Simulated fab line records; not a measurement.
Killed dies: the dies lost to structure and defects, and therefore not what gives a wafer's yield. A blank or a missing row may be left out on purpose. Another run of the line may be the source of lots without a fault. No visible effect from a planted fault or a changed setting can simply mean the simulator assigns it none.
Code-filled problem report in 8D (eight disciplines) form    flow berkeley-cmos170    the parts of the form that need people (team, actions taken, sign-off) are left out

## 1. PROBLEM STATEMENT
Wafers without a fault read 700.1 nm, standard deviation 2.8; cd-nm at UCB170_M3_CD_MEAS_90 reads a mean of 720.7 nm on 6 wafers belonging to 2 lots. That puts it +7.4 standard deviations away from the usual mean.
The step: target cd 700 nm.
The first sign was on wafer L714.3 at day 11 15:21, on cd-sem-01. Wafers with a number at this step in the record: 42, from 14 lots. By rule, "out" or "out of limits" means more than 4 standard deviations away from the usual mean. The rest of the wafers with a number are treated as sound.

## 2. WHAT THIS IS AND IS NOT
question                     is                      is not
which readings at this step  cd-nm                   -
which lots                   L714, L715              L696, L697, L698, L700, L701, L704, L705, L710, L716, L717, L718, L719
which wafers of those lots   all that have a number  -
read on which gauges         cd-sem-01               cd-sem-02
when                         from day 11 15:21       up to then (24 sound wafers); but 12 sound wafers of L716, L717, L718, L719 came after

## 3. SUSPECTS, AND WHAT RULES EACH OUT
Counting: a tool stays on the suspect list if, at a process step up to the reading, it processed all lots that are out and no sound lot following the first of them.
- the gauge at UCB170_M3_CD_MEAS_90: ruled out. All the wafers that are out were read on cd-sem-01, but those of them that UCB170_M3_METAL_ETCH_18 has rows for are out there too, on other tools.
- plasma-asher-01 at UCB170_M2_STRIP_07 (strips in O2): kept. It ran every lot that is out, first L714 (day 11 05:23), and no sound lot after that; its last sound lot up to then is L705 (day 9 09:29).
- rie-metal-03 at UCB170_M3_METAL_ETCH_18 (etches Al in Cl2/BCl3, stops on SiO2, target depth 1170 nm, time 195 s): kept. It ran every lot that is out, first L714 (day 11 15:05), and no sound lot after that; its last sound lot up to then is L705 (day 9 18:49). Out on those wafers are its own readings of oes-product-au.
What counting leaves: plasma-asher-01 at UCB170_M2_STRIP_07 and rie-metal-03 at UCB170_M3_METAL_ETCH_18.

## 4. THE CAUSE (what the simulator had put in)
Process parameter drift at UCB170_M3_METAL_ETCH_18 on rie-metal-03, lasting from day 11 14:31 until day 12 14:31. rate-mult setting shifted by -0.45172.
Counting left 2 suspects, and this tool is among them.

## 5. SEQUENCE OF EFFECTS, ordered by route
Each row: a reading whose mean over the struck wafers that have a number lies more than 3 standard deviations from the usual. Readings are gone through only where the record gives a usual standard deviation; hours: the median, over the lots, of the time from a lot's start at the first step in this table giving one to that lot's start at this step; sigmas: the change measured in usual standard deviations.
hours  step                     reading         usual       on struck wafers  change  sigmas
0      UCB170_M3_METAL_ETCH_18  oes-product-au  0.862 a.u.  0.717             -0.145  -15
0      UCB170_M3_CD_MEAS_90     cd-nm           700.1 nm    720.7             +20.6   +7.4
It contains these process steps:
- UCB170_M3_METAL_ETCH_18: etches Al in Cl2/BCl3, stops on SiO2, target depth 1170 nm, time 195 s.

## 6. HOW IT WOULD HAVE BEEN CAUGHT EARLIER
In this record the first reading out of limits at a measuring or inspecting step was taken at day 11 15:21, 1 hour after the fault began at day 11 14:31.
Tool's own readings at UCB170_M3_METAL_ETCH_18, oes-product-au: out on all struck wafers the step has rows for; an alarm limit on them would have tripped on the first.
Lots out: 2; of these, L715 started UCB170_M3_METAL_ETCH_18 on rie-metal-03 after day 11 15:21. It would have been spared by a hold on the tool at that moment.
